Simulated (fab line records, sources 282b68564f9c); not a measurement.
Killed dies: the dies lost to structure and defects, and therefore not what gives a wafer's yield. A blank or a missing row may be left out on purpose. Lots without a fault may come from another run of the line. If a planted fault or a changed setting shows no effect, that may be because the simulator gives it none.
fab line records	flow ritCmos
[record] lots = 6	wafers = 18	lastDay = 7
route steps=202 shown SPACER@127 NSD@131 PSD@142 SDANNEAL@153 PLDD@159 M1@202
lots that met no fault: taken from a fault-free run of the same line
startH: hours from the record's opening day to when the first of the lot's shown wafers began	waitH: how many hours have passed since the lot's step before this one	" identical to the entry in the row above	L1.1+2: several wafers, shown together as one row	- no value, or no start given	* or withheld: withheld	< > ~ a bound
route shown NAME@n: a module of which the file shows steps, and the number in the route of the first	usual: average and standard deviation across the fault-free wafers	same: alike in all rows	chamber/n: place in a boat	sites: each site's reading	_std_site: standard deviation of those values	_edge_site: mean of outer sites minus mean of inner sites	radiusMm: for every site, how far away it sits from the centre of the wafer	mask NAME#n: copy n	behind: the most recent tool/chamber to have shaped the wafer	hold: why the lot went on hold/how many hours it stayed there/how the hold came to an end	device: whichever transistor did not switch (one of n, p or np)	end of line: tests of these same wafers at the route's end	a step without rows: its recipe alone	killed: dies lost to structure and defects at the first sort, not the wafer's yield	map: dies across one wafer; x = killed, . = not, _ = none there
set.NAME: setting as actually run; set.NAME@STEP: the setting as run at that earlier step	model.NAME: the simulator's own value behind a step, which no gauge read
lots at some steps of the route; a table a step, a row a wafer
services: a tool's chamber out of use, with start hour (startH, from the record's first day; less than 0 if before it), hours out, and reason
[[steps]]
[step RIT_SPACER_CLEAN_02]
[recipe] chemistry = SC2	mix = 3:3:50	timeS = 600	tempC = 75	dry = n2Spin
[step RIT_SPACER_CVD_03]
[recipe] material = Si3N4	targetThkNm = 250	tempC = 810	precursor = SiH2Cl2/NH3	timeS = 3300	pressureMtorr = 300	sih2cl2FlowSccm = 60	nh3FlowSccm = 150
[step RIT_SPACER_THK_MEAS_04]
[recipe] reads = Si3N4_of_SPACER_CVD_03
[usual] SPACER_NITRIDE_THK = 249.9/2.4
lot.wafer	tool	chamber	startH	waitH	SPACER_NITRIDE_THK[nm]
L248.2	filmMetro-03	-	68.15	0.0	250.5
L248.4	"	-	"	"	253.1
L248.6	"	-	"	"	251.5
L255.2	filmMetro-03	-	97.79	0.0	247.1
L255.3	"	-	"	"	246.2
L255.6	"	-	"	"	248.3
L257.1	filmMetro-02	-	107.19	0.0	246.2
L257.4	"	-	"	"	246.3
L257.5	"	-	"	"	246.8
L258.1	filmMetro-02	-	110.00	0.0	251.0
L258.3	"	-	"	"	251.5
L258.5	"	-	"	"	251.4
L260.1	filmMetro-04	-	117.58	0.0	249.8
L260.3	"	-	"	"	249.0
L260.5	"	-	"	"	249.2
L269.2	filmMetro-02	-	164.99	0.0	250.4
L269.3	"	-	"	"	249.8
L269.4	"	-	"	"	248.9
[step RIT_SPACER_ETCHBACK_05]
[recipe] targetDepthA = 2500	SF6_flow_sccm = 30	CHF3_flow_sccm = 30	target = Si3N4	chemistry = SF6/CHF3	pressureMtorr = 40	rfW = 250	timeS = 240	stopOn = SiO2
[usual] drypumpMotorCurrentA = 5.6/0.5	oesProductAu = 0.851/0.011	throttleValvePct = 10.29/0.1
[same] timeS = 240
lot.wafer	tool	chamber	startH	waitH	drypumpMotorCurrentA	oesProductAu	rfHoursCounterH	throttleValvePct
L248.2	rieDiel-03	0	68.20	0.0	5.6	0.871	130	10.45
L248.4	"	1	"	"	6.2	0.845	78	10.20
L248.6	"	0	"	"	5.6	0.862	-	10.44
L255.2	rieDiel-03	0	97.84	0.0	5.6	0.843	131	10.44
L255.3	"	3	"	"	4.8	0.836	1	10.30
L255.6	"	2	"	"	5.8	0.858	-	10.43
L257.1	rieDiel-02	0	107.25	0.1	5.3	0.847	5	10.23
L257.4	"	2	"	"	6.2	0.834	101	10.14
L257.5	"	0	"	"	5.3	0.851	-	10.24
L258.1	rieDiel-03	2	110.06	0.1	5.8	0.858	50	10.41
L258.3	"	3	"	"	4.8	0.847	1	10.31
L258.5	"	0	"	"	5.6	0.862	-	10.45
L260.1	rieDiel-02	3	117.64	0.1	5.0	0.853	119	10.21
L260.3	"	0	"	"	5.3	0.854	5	10.24
L260.5	"	3	"	"	5.0	0.852	-	10.21
L269.2	rieDiel-03	0	165.04	0.0	5.7	0.860	133	10.43
L269.3	"	3	"	"	4.8	0.848	2	10.31
L269.4	"	1	"	"	6.2	0.829	80	10.21
[step RIT_NSD_HMDS_00]
[recipe] primeTimeS = 60	primeTempC = 140
[step RIT_NSD_COAT_01]
[recipe] resist = NOVOLAK	spinRpm = 3250	resistThkNm = 1000
[step RIT_NSD_SOFTBAKE_02]
[recipe] resist = NOVOLAK	tempC = 90	timeS = 60
[step RIT_NSD_EXPOSE_03]
[recipe] maskId = M9	na = 0.57	targetCdNm = 40700	doseMj = 250
[step RIT_NSD_PEB_04]
[recipe] resist = NOVOLAK	tempC = withheld	timeS = withheld
[step RIT_NSD_DEVELOP_05]
[recipe] resist = NOVOLAK	developTimeS = 50	devTempC = 23
[step RIT_NSD_OVL_MEAS_06]
[usual] NSD_OVL = 0.2/1.4
lot.wafer	tool	chamber	startH	waitH	NSD_OVL[nm]
L248.2	overlay-01	-	69.38	-	0.9
L248.4	"	-	"	"	0.7
L248.6	"	-	"	"	0.0
L255.2	overlay-02	-	98.85	-	-0.5
L255.3	"	-	"	"	0.8
L255.6	"	-	"	"	1.3
L257.1	overlay-01	-	108.56	-	-0.7
L257.4	"	-	"	"	-0.8
L257.5	"	-	"	"	-1.2
L258.1	overlay-01	-	111.19	-	-1.6
L258.3	"	-	"	"	-1.1
L258.5	"	-	"	"	-3.5
L260.1	overlay-02	-	118.81	-	1.8
L260.3	"	-	"	"	2.2
L260.5	"	-	"	"	2.7
L269.2	overlay-02	-	166.17	-	1.9
L269.3	"	-	"	"	2.0
L269.4	"	-	"	"	0.8
[step RIT_NSD_HARDBAKE_07]
[recipe] resist = NOVOLAK	tempC = 140	timeS = 60
[step RIT_NSD_IMPLANT_08]
[recipe] species = P	energyKev = 25	doseCm2 = 1e+15	tiltDeg = 7
[usual] beamEnergyKeV = 24.999/0.0079	doseIonsCm2 = 1e+15/1.3e+12	endStationPressureTorr = 7.5e-06/3.8e-07	faradayCurrentUA = 3123/64
lot.wafer	tool	chamber	startH	waitH	beamEnergyKeV	doseIonsCm2	endStationPressureTorr	faradayCurrentUA
L248.2	implanter-02	0	69.58	0.1	25.005	1.0007e+15	7.6e-06	3167
L248.4	"	0	"	"	25.004	1.0033e+15	7.5e-06	3082
L248.6	"	0	"	"	25.005	1.0017e+15	7.5e-06	3129
L255.2	implanter-03	0	99.05	0.1	24.994	1.0026e+15	8.3e-06	3160
L255.3	"	0	"	"	24.998	1.001e+15	7.2e-06	3158
L255.6	"	0	"	"	25.006	1.0004e+15	7.5e-06	3127
L257.1	implanter-03	0	108.74	0.1	24.998	9.99e+13	5.3e-06	312
L257.4	"	0	"	"	25.002	1.003e+14	5.3e-06	315
L257.5	"	0	"	"	24.987	9.93e+13	5.2e-06	312
L258.1	implanter-01	0	111.37	0.1	25.001	9.992e+14	7.5e-06	3198
L258.3	"	0	"	"	24.992	1.0005e+15	8.2e-06	3131
L258.5	"	0	"	"	25.004	1.0003e+15	8.3e-06	3056
L260.1	implanter-03	0	118.99	0.1	25.012	1.003e+14	5.2e-06	308
L260.3	"	0	"	"	25.005	9.93e+13	5.6e-06	317
L260.5	"	0	"	"	25.013	1.004e+14	5.1e-06	308
L269.2	implanter-01	0	166.37	0.1	25.006	9.99e+14	7.7e-06	3123
L269.3	"	0	"	"	25.001	1.0006e+15	8e-06	3095
L269.4	"	0	"	"	25.000	9.994e+14	7.2e-06	3091
[step RIT_NSD_STRIP_09]
[recipe] chemistry = O2	timeS = 180	resist = NOVOLAK	platenTempC = withheld	powerW = 500	pressureMtorr = 4000	o2FlowSccm = 4000
[usual] drypumpMotorCurrentA = 5.9/0.37	rfReflPowerW = 7.5/2.1
[same] timeS = 180
lot.wafer	tool	chamber	startH	waitH	drypumpMotorCurrentA	rfHoursCounterH	rfReflPowerW
L248.2	plasmaAsher-03	0	69.71	0.1	5.7	40	10.0
L248.4	"	1	"	"	5.9	-	9.1
L248.6	"	1	"	"	6.0	-	8.9
L255.2	plasmaAsher-04	1	99.18	0.1	6.7	46	9.6
L255.3	"	1	"	"	6.6	-	9.6
L255.6	"	0	"	"	5.8	-	5.8
L257.1	plasmaAsher-03	1	108.89	0.1	6.0	45	9.1
L257.4	"	0	"	"	5.6	-	10.0
L257.5	"	1	"	"	6.0	-	9.1
L258.1	plasmaAsher-04	1	111.52	0.1	6.6	47	9.8
L258.3	"	1	"	"	6.6	-	10.1
L258.5	"	1	"	"	6.6	-	9.9
L260.1	plasmaAsher-01	0	119.14	0.1	5.6	0	4.3
L260.3	"	0	"	"	5.6	-	4.5
L260.5	"	0	"	"	5.6	-	4.6
L269.2	plasmaAsher-01	1	166.50	0.1	5.7	5	7.5
L269.3	"	0	"	"	5.6	-	4.4
L269.4	"	1	"	"	5.7	-	7.7
[step RIT_NSD_TW_MEAS_10]
[usual] NSD_TW = 3135/34
lot.wafer	tool	chamber	startH	waitH	NSD_TW
L248.2	filmMetro-01	-	69.89	0.1	3094
L248.4	"	-	"	"	3090
L248.6	"	-	"	"	3086
L255.2	filmMetro-03	-	99.36	0.1	3167
L255.3	"	-	"	"	3179
L255.6	"	-	"	"	3176
L257.1	filmMetro-04	-	109.07	0.1	1660
L257.4	"	-	"	"	1637
L257.5	"	-	"	"	1649
L258.1	filmMetro-01	-	111.70	0.1	3082
L258.3	"	-	"	"	3086
L258.5	"	-	"	"	3091
L260.1	filmMetro-04	-	119.32	0.1	1650
L260.3	"	-	"	"	1667
L260.5	"	-	"	"	1649
L269.2	filmMetro-03	-	166.68	0.1	3174
L269.3	"	-	"	"	3181
L269.4	"	-	"	"	3179
[step RIT_PSD_HMDS_00]
[recipe] primeTimeS = 60	primeTempC = 140
[step RIT_PSD_COAT_01]
[recipe] resist = NOVOLAK	spinRpm = 3250	resistThkNm = 1000
[step RIT_PSD_SOFTBAKE_02]
[recipe] resist = NOVOLAK	tempC = 90	timeS = 60
[step RIT_PSD_EXPOSE_03]
[recipe] maskId = M10	na = 0.57	targetCdNm = 40900	doseMj = 250
[step RIT_PSD_PEB_04]
[recipe] resist = NOVOLAK	tempC = withheld	timeS = withheld
[step RIT_PSD_DEVELOP_05]
[recipe] resist = NOVOLAK	developTimeS = 50	devTempC = 23
[step RIT_PSD_OVL_MEAS_06]
[usual] PSD_OVL = -0.9/1.2
lot.wafer	tool	chamber	startH	waitH	PSD_OVL[nm]
L248.2	overlay-02	-	71.03	-	-1.1
L248.4	"	-	"	"	-0.7
L248.6	"	-	"	"	-2.0
L255.2	overlay-01	-	100.50	-	-0.5
L255.3	"	-	"	"	-0.3
L255.6	"	-	"	"	-2.7
L257.1	overlay-01	-	109.98	-	-1.6
L257.4	"	-	"	"	-0.5
L257.5	"	-	"	"	-3.1
L258.1	overlay-02	-	112.82	-	-0.1
L258.3	"	-	"	"	-1.5
L258.5	"	-	"	"	-0.2
L260.1	overlay-01	-	120.26	-	-0.5
L260.3	"	-	"	"	-0.9
L260.5	"	-	"	"	0.1
L269.2	overlay-01	-	167.82	-	0.2
L269.3	"	-	"	"	-2.3
L269.4	"	-	"	"	-0.5
[step RIT_PSD_HARDBAKE_07]
[recipe] resist = NOVOLAK	tempC = 140	timeS = 60
[step RIT_PSD_IMPLANT_08]
[recipe] species = BF2	energyKev = 27	doseCm2 = 5e+15	tiltDeg = 7
[step RIT_PSD_STRIP_09]
[recipe] chemistry = O2	timeS = 180	resist = NOVOLAK	platenTempC = withheld	powerW = 500	pressureMtorr = 4000	o2FlowSccm = 4000
[usual] drypumpMotorCurrentA = 5.81/0.26	rfReflPowerW = 7.1/2
[same] timeS = 180
lot.wafer	tool	chamber	startH	waitH	drypumpMotorCurrentA	rfHoursCounterH	rfReflPowerW
L248.2	plasmaAsher-03	0	71.38	0.1	5.67	40	9.2
L248.4	"	1	"	"	6.00	-	9.2
L248.6	"	1	"	"	5.96	-	9.2
L255.2	plasmaAsher-03	1	100.83	0.1	5.97	44	9.1
L255.3	"	0	"	"	5.66	-	9.5
L255.6	"	1	"	"	5.98	-	8.9
L257.1	plasmaAsher-03	0	110.32	0.1	5.65	45	9.9
L257.4	"	1	"	"	5.97	-	9.1
L257.5	"	1	"	"	5.97	-	9.1
L258.1	plasmaAsher-03	1	113.15	0.1	5.98	46	9.2
L258.3	"	1	"	"	5.97	-	9.2
L258.5	"	0	"	"	5.68	-	9.9
L260.1	plasmaAsher-02	0	120.59	0.1	6.31	36	8.2
L260.3	"	0	"	"	6.36	-	8.6
L260.5	"	0	"	"	6.31	-	8.3
L269.2	plasmaAsher-01	1	168.15	0.1	5.71	5	7.5
L269.3	"	0	"	"	5.60	-	4.3
L269.4	"	1	"	"	5.71	-	7.5
[step RIT_PSD_TW_MEAS_10]
[usual] PSD_TW = 3427/38
lot.wafer	tool	chamber	startH	waitH	PSD_TW
L248.2	filmMetro-04	-	71.56	0.1	3416
L248.4	"	-	"	"	3423
L248.6	"	-	"	"	3398
L255.2	filmMetro-04	-	101.01	0.1	3404
L255.3	"	-	"	"	3406
L255.6	"	-	"	"	3411
L257.1	filmMetro-01	-	110.49	0.1	3373
L257.4	"	-	"	"	3394
L257.5	"	-	"	"	3390
L258.1	filmMetro-04	-	113.33	0.1	3427
L258.3	"	-	"	"	3424
L258.5	"	-	"	"	3422
L260.1	filmMetro-03	-	120.77	0.1	3477
L260.3	"	-	"	"	3493
L260.5	"	-	"	"	3484
L269.2	filmMetro-04	-	168.33	0.1	3420
L269.3	"	-	"	"	3428
L269.4	"	-	"	"	3419
[step RIT_SDANNEAL_CLEAN_00]
[recipe] chemistry = SC1	mix = 3:3:50	timeS = 600	tempC = 75
[step RIT_SDANNEAL_CLEAN_01]
[recipe] chemistry = dHF	dilution = 50:1	timeS = 30
[step RIT_SDANNEAL_CLEAN_02]
[recipe] chemistry = SC2	mix = 3:3:50	timeS = 600	tempC = 75	dry = n2Spin
[step RIT_SDANNEAL_RTA_03]
[recipe] tempC = 1050	timeS = 5	idleTempC = 600	rampUpCPerS = 342	rampDownCPerS = 171	coolToC = 600	ambient = N2
[usual] wafer_temp_C_max = 1053.5/1
[same] timeS = 5
lot.wafer	tool	chamber	startH	waitH	wafer_temp_C_max
L248.2	rtpAnneal-02	0	71.99	0.0	1054.3
L248.4	"	0	"	"	1053.5
L248.6	"	0	"	"	1054.3
L255.2	rtpAnneal-02	0	101.44	0.0	1053.6
L255.3	"	0	"	"	1054.0
L255.6	"	0	"	"	1053.4
L257.1	rtpAnneal-02	0	110.92	0.0	1055.1
L257.4	"	0	"	"	1052.7
L257.5	"	0	"	"	1054.1
L258.1	rtpAnneal-01	0	113.77	0.0	1052.7
L258.3	"	0	"	"	1053.8
L258.5	"	0	"	"	1051.8
L260.1	rtpAnneal-01	0	121.21	0.0	1052.6
L260.3	"	0	"	"	1053.8
L260.5	"	0	"	"	1053.9
L269.2	rtpAnneal-02	0	168.78	0.0	1054.6
L269.3	"	0	"	"	1052.1
L269.4	"	0	"	"	1054.8
[step RIT_SDANNEAL_RS_MEAS_04]
[recipe] thkMeasGauge = four-point-probe
[usual] PSD_RS = 115.77/0.25
lot.wafer	tool	chamber	startH	waitH	PSD_RS[ohm/sq]
L248.2	filmMetro-04	-	72.06	0.1	116.02
L248.4	"	-	"	"	115.53
L248.6	"	-	"	"	115.93
L255.2	filmMetro-01	-	101.51	0.1	115.69
L255.3	"	-	"	"	115.78
L255.6	"	-	"	"	115.59
L257.1	filmMetro-03	-	110.98	0.0	115.85
L257.4	"	-	"	"	115.63
L257.5	"	-	"	"	115.81
L258.1	filmMetro-01	-	113.83	0.0	115.91
L258.3	"	-	"	"	115.93
L258.5	"	-	"	"	115.82
L260.1	filmMetro-03	-	121.27	0.0	116.00
L260.3	"	-	"	"	116.02
L260.5	"	-	"	"	116.10
L269.2	filmMetro-04	-	168.84	0.1	115.78
L269.3	"	-	"	"	115.90
L269.4	"	-	"	"	115.97
[step RIT_SDANNEAL_RS_MEAS_05]
[recipe] thkMeasGauge = four-point-probe
[usual] NSD_RS = 84.40/0.27
lot.wafer	tool	chamber	startH	waitH	NSD_RS[ohm/sq]
L248.2	filmMetro-04	-	72.18	0.1	83.91
L248.4	"	-	"	"	83.93
L248.6	"	-	"	"	84.04
L255.2	filmMetro-01	-	101.63	0.1	84.66
L255.3	"	-	"	"	84.51
L255.6	"	-	"	"	84.97
L257.1	filmMetro-03	-	111.10	0.1	491.10
L257.4	"	-	"	"	497.46
L257.5	"	-	"	"	496.00
L258.1	filmMetro-01	-	113.95	0.1	84.62
L258.3	"	-	"	"	84.46
L258.5	"	-	"	"	84.44
L260.1	filmMetro-03	-	121.39	0.1	487.37
L260.3	"	-	"	"	487.75
L260.5	"	-	"	"	491.84
L269.2	filmMetro-04	-	168.96	0.1	84.30
L269.3	"	-	"	"	84.21
L269.4	"	-	"	"	84.04
[step RIT_SDANNEAL_RS_MEAS_06]
[recipe] thkMeasGauge = four-point-probe
[usual] PLDD_RS = 178.6/0.39
lot.wafer	tool	chamber	startH	waitH	PLDD_RS[ohm/sq]
L248.2	filmMetro-04	-	72.30	0.1	179.0
L248.4	"	-	"	"	179.1
L248.6	"	-	"	"	178.8
L255.2	filmMetro-01	-	101.75	0.1	178.6
L255.3	"	-	"	"	178.5
L255.6	"	-	"	"	178.6
L257.1	filmMetro-03	-	111.22	0.1	178.8
L257.4	"	-	"	"	179.1
L257.5	"	-	"	"	179.2
L258.1	filmMetro-01	-	114.07	0.1	178.0
L258.3	"	-	"	"	178.5
L258.5	"	-	"	"	178.3
L260.1	filmMetro-03	-	121.51	0.1	179.6
L260.3	"	-	"	"	179.1
L260.5	"	-	"	"	178.6
L269.2	filmMetro-04	-	169.08	0.1	178.5
L269.3	"	-	"	"	179.1
L269.4	"	-	"	"	178.8
[step RIT_M1_PROBE_99]
[usual] killedAtContacts = 0.1/0.38	killedAtFrontEnd = 7/3.2	killedDies = 7/3.2	killedOpen = 3.6/2.1	killedShort = 3.5/2
[same] grossDies = 264	killed_at_M0_to_M3 = 0	killed_at_M4_up = 0	killedAtBackSide = 0	killedAtOther = 0
lot.wafer	tool	chamber	startH	waitH	killedAtContacts	killedAtFrontEnd	killedDies	killedOpen	killedShort
L248.2	prober-02	-	80.40	0.1	1	2	3	1	2
L248.4	prober-02	-	80.50	0.2	0	9	9	5	4
L248.6	prober-02	-	80.60	0.2	1	5	6	3	3
L255.2	prober-02	-	109.49	0.1	0	7	7	4	3
L255.3	prober-02	-	109.54	0.2	0	3	3	2	1
L255.6	prober-02	-	109.69	0.2	1	9	10	3	7
L257.1	prober-02	-	118.63	0.1	0	13	13	8	5
L257.4	prober-02	-	118.78	0.2	0	5	5	2	3
L257.5	prober-02	-	118.83	0.2	0	7	7	4	3
L258.1	prober-01	-	121.37	0.1	0	8	8	4	4
L258.3	prober-01	-	121.47	0.2	0	8	8	2	6
L258.5	prober-01	-	121.57	0.2	0	6	6	3	3
L260.1	prober-01	-	128.78	0.1	0	10	10	8	2
L260.3	prober-01	-	128.88	0.2	0	7	7	2	5
L260.5	prober-01	-	128.98	0.2	0	18	18	10	8
// killed by level:class
L248.2 FOX2:geometricParticle:open=1 GATE:geometricParticle:short=1 CONTACT:geometricParticle:short=1
L248.4 REOX:geometricParticle:open=2 SPACER:geometricParticle:short=2 FOX1:geometricParticle:open=1 FOX2:geometricParticle:short=1 GATE:geometricParticle:open=1 GATE:geometricParticle:short=1 SILICIDE:geometricParticle:open=1
L248.6 SPACER:geometricParticle:open=2 SPACER:geometricParticle:short=1 SILICIDE:geometricParticle:open=1 SILICIDE:geometricParticle:short=1 CONTACT:geometricParticle:short=1
L255.2 GATE:geometricParticle:short=2 GATE:geometricParticle:open=2 FOX1:geometricParticle:short=1 FOX1:geometricParticle:open=1 SPACER:geometricParticle:open=1
L255.3 GATE:geometricParticle:open=1 REOX:geometricParticle:short=1 SPACER:geometricParticle:open=1
L255.6 GATE:geometricParticle:short=2 SPACER:geometricParticle:short=2 FOX1:geometricParticle:short=1 GATE:geometricParticle:open=1 REOX:geometricParticle:open=1 SPACER:geometricParticle:open=1 SILICIDE:geometricParticle:short=1 CONTACT:geometricParticle:short=1
L257.1 REOX:geometricParticle:open=3 GATE:geometricParticle:open=2 SILICIDE:geometricParticle:short=2 FOX1:geometricParticle:open=1 FOX1:geometricParticle:short=1 FOX2:geometricParticle:open=1 FOX2:geometricParticle:short=1 GATE:geometricParticle:short=1
L257.4 FOX1:geometricParticle:short=1 FOX2:geometricParticle:short=1 GATE:geometricParticle:open=1 SPACER:geometricParticle:short=1 SILICIDE:geometricParticle:open=1
L257.5 REOX:geometricParticle:short=2 FOX1:geometricParticle:open=1 GATE:geometricParticle:open=1 GATE:geometricParticle:short=1 REOX:geometricParticle:open=1 SPACER:geometricParticle:open=1
L258.1 GATE:geometricParticle:open=3 SPACER:geometricParticle:short=3 GATE:geometricParticle:short=1 SPACER:geometricParticle:open=1
L258.3 GATE:geometricParticle:open=2 SPACER:geometricParticle:short=2 SILICIDE:geometricParticle:short=2 FOX1:geometricParticle:short=1 FOX2:geometricParticle:short=1
L258.5 GATE:geometricParticle:short=2 GATE:geometricParticle:open=2 FOX1:geometricParticle:open=1 FOX2:geometricParticle:short=1
L260.1 GATE:geometricParticle:open=4 FOX1:geometricParticle:open=1 REOX:geometricParticle:open=1 SPACER:geometricParticle:open=1 SPACER:geometricParticle:short=1 SILICIDE:geometricParticle:short=1 SILICIDE:geometricParticle:open=1
L260.3 GATE:geometricParticle:short=3 REOX:geometricParticle:open=2 SPACER:geometricParticle:short=1 SILICIDE:geometricParticle:short=1
L260.5 REOX:geometricParticle:open=5 GATE:geometricParticle:open=4 REOX:geometricParticle:short=4 FOX1:geometricParticle:short=3 FOX1:geometricParticle:open=1 GATE:geometricParticle:short=1
[[services]]
tool	chamber	startH	hours	kind
rieDiel-03	3	45.29	-	clean
rieDiel-03	3	45.29	21.4	scheduledDown
rieDiel-03	3	45.29	21.4	ventCycle
implanter-03	-	45.43	5.1	repair
rtpAnneal-01	-	47.98	6.3	pm
plasmaAsher-04	-	57.13	14.6	pm
rieDiel-02	2	63.92	9.9	repair
plasmaAsher-01	-	80.55	13.0	repair
rieDiel-03	-	85.52	0.1	repair
implanter-02	-	85.54	1.1	repair
rieDiel-02	3	91.86	8.2	repair
rieDiel-03	-	93.43	0.5	repair
plasmaAsher-01	-	108.75	9.0	pm
plasmaAsher-01	0	108.75	9.0	ventCycle
plasmaAsher-01	1	108.75	9.0	ventCycle
plasmaAsher-01	0	117.75	-	clean
implanter-03	-	119.76	7.8	repair
rtpAnneal-02	-	127.17	4.4	pm
rieDiel-02	1	144.08	4.5	repair
rieDiel-02	3	145.07	5.7	repair
plasmaAsher-03	-	145.20	0.4	repair
implanter-03	-	147.86	17.0	repair
plasmaAsher-04	-	157.55	2.8	pm
implanter-01	-	159.53	1.7	repair
[[key]]
[firstSign] step = RIT_NSD_IMPLANT_08	reading = doseIonsCm2	direction = down	sigmas = 99+	usual = 1e+15	struck = 9.99e+13
[effect] step = RIT_NSD_IMPLANT_08	reading = faradayCurrentUA	direction = down	sigmas = 44	usual = 3123	struck = 312
[effect] step = RIT_NSD_TW_MEAS_10	reading = NSD_TW	direction = down	sigmas = 43	usual = 3135	struck = 1652
[effect] step = RIT_SDANNEAL_RS_MEAS_05	reading = NSD_RS	direction = up	sigmas = 99+	usual = 84.40	struck = 491.92
metAt RIT_NSD_IMPLANT_08
struckWafers L257.1,L257.4,L257.5,L260.1,L260.3,L260.5
testerLeftOut L257,L260
onsetBetween 99.05 108.74
[fault] kind = processParameterDrift	tool = implanter-03	chamber = -	onsetH = 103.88	steps = RIT_NSD_IMPLANT_08	channel = doseCm2	offset = -9e+14	shape = step	endH = 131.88	actsIn = theseRecipesOnly	stated = 1e+15
// testerLeftOut: of these lots the tester's yield and bins aren't shown, on N5 and GAA mostly nor the transistor test; their killed dies are dies lost to structure and defects alone, not to doping, threshold or leakage, so they don't give the yield
